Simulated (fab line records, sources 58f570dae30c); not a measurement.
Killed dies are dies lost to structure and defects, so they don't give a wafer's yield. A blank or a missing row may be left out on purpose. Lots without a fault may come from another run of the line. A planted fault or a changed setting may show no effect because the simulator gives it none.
Split-lot experiment | flow berkeley_cmos170 | 5 lots, 23 wafers read, on a route of 331 steps

THE SPLIT
At UCB170_M2_SPUTTER_01 (material Al, target thk 900 nm, time 120 s), the setting power_w was moved away from the recipe's 6000 W on 7 of the 23 wafers read, by -8.0% to +10.5%. The other wafers ran this setting at the recipe's value.

FROM THE SPLIT TO THE READING: what the file shows between them, 1 step
- UCB170_M2_RS_MEAS_02: measures by four-point-probe

THE READING
M2_AL_THK, in nm, at UCB170_M2_THK_MEAS_03 (measures by xrf). Fault-free wafers of this fab line usually give 923 nm, standard deviation 12 nm.

wafer  | tool, chamber at the split | power_w as run, W | against the recipe | M2_AL_THK, nm | against lot-mates on the recipe
L077.1 | pvd_sputter-01, -          | 5520              | -8.0%              | 834           | -75
L077.2 | pvd_sputter-01, -          | 6000              | recipe             | 922           | -
L077.3 | pvd_sputter-01, -          | 6000              | recipe             | 910           | -
L077.5 | pvd_sputter-01, -          | 6000              | recipe             | 896           | -
L077.6 | pvd_sputter-01, -          | 5520              | -8.0%              | 837           | -72
L074.1 | pvd_sputter-03, -          | 6000              | recipe             | 929           | -
L074.2 | pvd_sputter-03, -          | 6000              | recipe             | 948           | -
L074.3 | pvd_sputter-03, -          | 6000              | recipe             | 938           | -
L074.5 | pvd_sputter-03, -          | 6000              | recipe             | 927           | -
L074.6 | pvd_sputter-03, -          | 6000              | recipe             | 923           | -
L078.2 | pvd_sputter-04, -          | 5775              | -3.7%              | 891           | -38
L078.3 | pvd_sputter-04, -          | 5775              | -3.7%              | 893           | -36
L078.4 | pvd_sputter-04, -          | 5775              | -3.7%              | 895           | -34
L078.5 | pvd_sputter-04, -          | 6000              | recipe             | 938           | -
L078.6 | pvd_sputter-04, -          | 6000              | recipe             | 921           | -
L082.2 | pvd_sputter-03, -          | 6000              | recipe             | 929           | -
L082.4 | pvd_sputter-03, -          | 6000              | recipe             | 915           | -
L082.5 | pvd_sputter-03, -          | 6000              | recipe             | 922           | -
L085.1 | pvd_sputter-03, -          | 6000              | recipe             | 922           | -
L085.2 | pvd_sputter-03, -          | 6000              | recipe             | 911           | -
L085.3 | pvd_sputter-03, -          | 6000              | recipe             | 919           | -
L085.4 | pvd_sputter-03, -          | 6627              | +10.5%             | 1004          | +87
L085.6 | pvd_sputter-03, -          | 6627              | +10.5%             | 1014          | +97

THE FIT
A straight line over all 23 wafers: M2_AL_THK changes by +9.07 nm for each +1% of power_w; r = +0.96; the points scatter about the line by 12 nm.
The same after taking each lot's own level away (the mean of its wafers on the recipe; 23 wafers): +9.02 nm for each +1%; r = +0.98; scatter 7.4 nm.
On that fit, the largest move of power_w shifts the reading by 94 nm.
The lots' own levels span 909.3 to 933.0 nm, that is 2.0 times the standard deviation above.
So the lot-to-lot level changes the slope little: the two slopes agree.
Check: with one of the wafers moved furthest among these (+10.5%) left out of the fit, the line predicts +97 nm for it against its lot-mates. It came out at +86.7 nm against them.

OTHER SPLITS ON THESE WAFERS
These wafers also went through other splits before the reading. Each is held against what the fit with the lots' levels taken away leaves over:
other split on the same wafers      | wafers away from the commonest value | r with M2_AL_THK (lot level and that fit taken away)
UCB170_NLDD_COAT_01 resist_thk_nm   | 10                                   | -0.45
UCB170_PSD_PEB_04 peb_temp_c        | 11                                   | -0.16
UCB170_PSD_IMPLANT_08 dose_cm2      | 7                                    | +0.02
UCB170_SDANNEAL_RTA_00 time_s       | 4                                    | +0.35
UCB170_V1_CMP_02 leave_above_ref_nm | 8                                    | +0.28
UCB170_V1_DEVELOP_11 develop_time_s | 7                                    | -0.24

THE WHOLE CHAIN: every reading that the file lists as answering this split, in the file's order
step                  | what it does                               | reading                                                                     | change (the file's fit)               | r (the file's)
UCB170_M2_SPUTTER_01  | material Al, target thk 900 nm, time 120 s | Al_of_M2_SPUTTER_01.thk_nm (the simulator's own value, which no gauge read) | +8.87 nm for each +1% of the setting  | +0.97
UCB170_M2_RS_MEAS_02  | measures by four-point-probe               | M2_AL_RS                                                                    | -0.000318 for each +1% of the setting | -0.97
UCB170_M2_THK_MEAS_03 | measures by xrf                            | M2_AL_THK                                                                   | +9 for each +1% of the setting        | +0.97

THE FILE'S OWN FIT
M2_AL_THK changes by +9 nm for each +1% of power_w, r = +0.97.
